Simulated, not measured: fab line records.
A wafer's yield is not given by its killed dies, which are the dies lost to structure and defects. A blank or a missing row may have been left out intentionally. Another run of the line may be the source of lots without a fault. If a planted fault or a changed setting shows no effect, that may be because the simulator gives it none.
The tool behind it: which one? :: flow ritCmos :: route of 202 steps, sampled at 1 step: 14 lots, 42 wafers

== WHAT EACH GAUGE READ, for each wafer ==
The record holds no reading of a measuring or inspecting step that can be judged against a usual standard deviation.

== TOOL THAT RAN EACH LOT (tool first, then ch and the chambers of the sampled wafers, then the start) ==
lot: L974
RIT_PRETRO_STRIP_09: plasmaAsher-03 ch 0,1, day 2 07:37

lot: L975
RIT_PRETRO_STRIP_09: plasmaAsher-01 ch 0,1, day 2 12:22

lot: L976
RIT_PRETRO_STRIP_09: plasmaAsher-02 ch 0,1, day 2 18:13

lot: L977
RIT_PRETRO_STRIP_09: plasmaAsher-02 ch 0,1, day 2 22:46

lot: L981
RIT_PRETRO_STRIP_09: plasmaAsher-02 ch 0,1, day 3 18:19

lot: L982
RIT_PRETRO_STRIP_09: plasmaAsher-01 ch 0,1, day 4 00:08

lot: L983
RIT_PRETRO_STRIP_09: plasmaAsher-03 ch 0,1, day 4 03:58

lot: L984
RIT_PRETRO_STRIP_09: plasmaAsher-03 ch 0,1, day 4 09:14

lot: L985
RIT_PRETRO_STRIP_09: plasmaAsher-02 ch 0,1, day 4 15:30

lot: L986
RIT_PRETRO_STRIP_09: plasmaAsher-01 ch 0,1, day 4 19:26

lot: L988
RIT_PRETRO_STRIP_09: plasmaAsher-03 ch 0,1, day 5 05:36

lot: L989
RIT_PRETRO_STRIP_09: plasmaAsher-02 ch 0,1, day 5 12:34

lot: L992
RIT_PRETRO_STRIP_09: plasmaAsher-02 ch 0,1, day 6 03:08

lot: L997
RIT_PRETRO_STRIP_09: plasmaAsher-03 ch 0,1, day 7 05:27
- RIT_PRETRO_STRIP_09: strips in O2, time 180 s.

== WHAT THE TOOLS THEMSELVES READ (means of the sampled wafers that have a number; where no wafer has one, the mark that the record gives instead) ==
RIT_PRETRO_STRIP_09. Usual: chamberPressureMTorr 4000 mTorr, standard deviation 3.2; drypumpMotorCurrentA 5.88 A, standard deviation 0.21; o2FlowSccm 4001 sccm, standard deviation 11.
lot: L974
tool: plasmaAsher-03
chamberPressureMTorr (mTorr): 4001
drypumpMotorCurrentA (A): 5.90
o2FlowSccm (sccm): 4010
flag: 

lot: L975
tool: plasmaAsher-01
chamberPressureMTorr (mTorr): 4002
drypumpMotorCurrentA (A): 5.92
o2FlowSccm (sccm): 4003
flag: 

lot: L976
tool: plasmaAsher-02
chamberPressureMTorr (mTorr): 3999
drypumpMotorCurrentA (A): 5.86
o2FlowSccm (sccm): 4010
flag: 

lot: L977
tool: plasmaAsher-02
chamberPressureMTorr (mTorr): 3999
drypumpMotorCurrentA (A): 5.83
o2FlowSccm (sccm): 4000
flag: 

lot: L981
tool: plasmaAsher-02
chamberPressureMTorr (mTorr): 4001
drypumpMotorCurrentA (A): 5.83
o2FlowSccm (sccm): 3994
flag: 

lot: L982
tool: plasmaAsher-01
chamberPressureMTorr (mTorr): 4000
drypumpMotorCurrentA (A): 5.91
o2FlowSccm (sccm): 3999
flag: 

lot: L983
tool: plasmaAsher-03
chamberPressureMTorr (mTorr): 4001
drypumpMotorCurrentA (A): 5.74
o2FlowSccm (sccm): 4004
flag: 

lot: L984
tool: plasmaAsher-03
chamberPressureMTorr (mTorr): 4002
drypumpMotorCurrentA (A): 5.91
o2FlowSccm (sccm): 4001
flag: 

lot: L985
tool: plasmaAsher-02
chamberPressureMTorr (mTorr): 3999
drypumpMotorCurrentA (A): 5.84
o2FlowSccm (sccm): 3997
flag: 

lot: L986
tool: plasmaAsher-01
chamberPressureMTorr (mTorr): 3997
drypumpMotorCurrentA (A): 6.12
o2FlowSccm (sccm): 3998
flag: 

lot: L988
tool: plasmaAsher-03
chamberPressureMTorr (mTorr): -
drypumpMotorCurrentA (A): -
o2FlowSccm (sccm): -
flag: OFF

lot: L989
tool: plasmaAsher-02
chamberPressureMTorr (mTorr): -
drypumpMotorCurrentA (A): -
o2FlowSccm (sccm): -
flag: OFF

lot: L992
tool: plasmaAsher-02
chamberPressureMTorr (mTorr): 4002
drypumpMotorCurrentA (A): 5.84
o2FlowSccm (sccm): 3990
flag: 

lot: L997
tool: plasmaAsher-03
chamberPressureMTorr (mTorr): 4002
drypumpMotorCurrentA (A): 5.89
o2FlowSccm (sccm): 4004
flag: 

== THE ANSWER, worked out from the rows above alone ==
Rule: a lot is off if the mean of its wafers that have a number lies more than 3 standard deviations from the usual mean. Also off: a lot with no number at a reading for which 4 or more lots have one. Where the step has rows for the other lots, those lots are counted as sound. Order of review: gauges by route order, followed by the tools' own readings, for which a lot's mean as printed above is used. The first step at which some lot is off is used, and at that step the reading that is off furthest; a lot without a number counts as furthest.
Off: L988, L989 (RIT_PRETRO_STRIP_09, chamberPressureMTorr). Without a number there: L988, L989.
A tool fits if, at that step or a process step before it, it ran every lot that is off, and no sound lot after the first of them. No candidate that was tried fits.

== WHAT THE SIMULATOR HAD PUT IN ==
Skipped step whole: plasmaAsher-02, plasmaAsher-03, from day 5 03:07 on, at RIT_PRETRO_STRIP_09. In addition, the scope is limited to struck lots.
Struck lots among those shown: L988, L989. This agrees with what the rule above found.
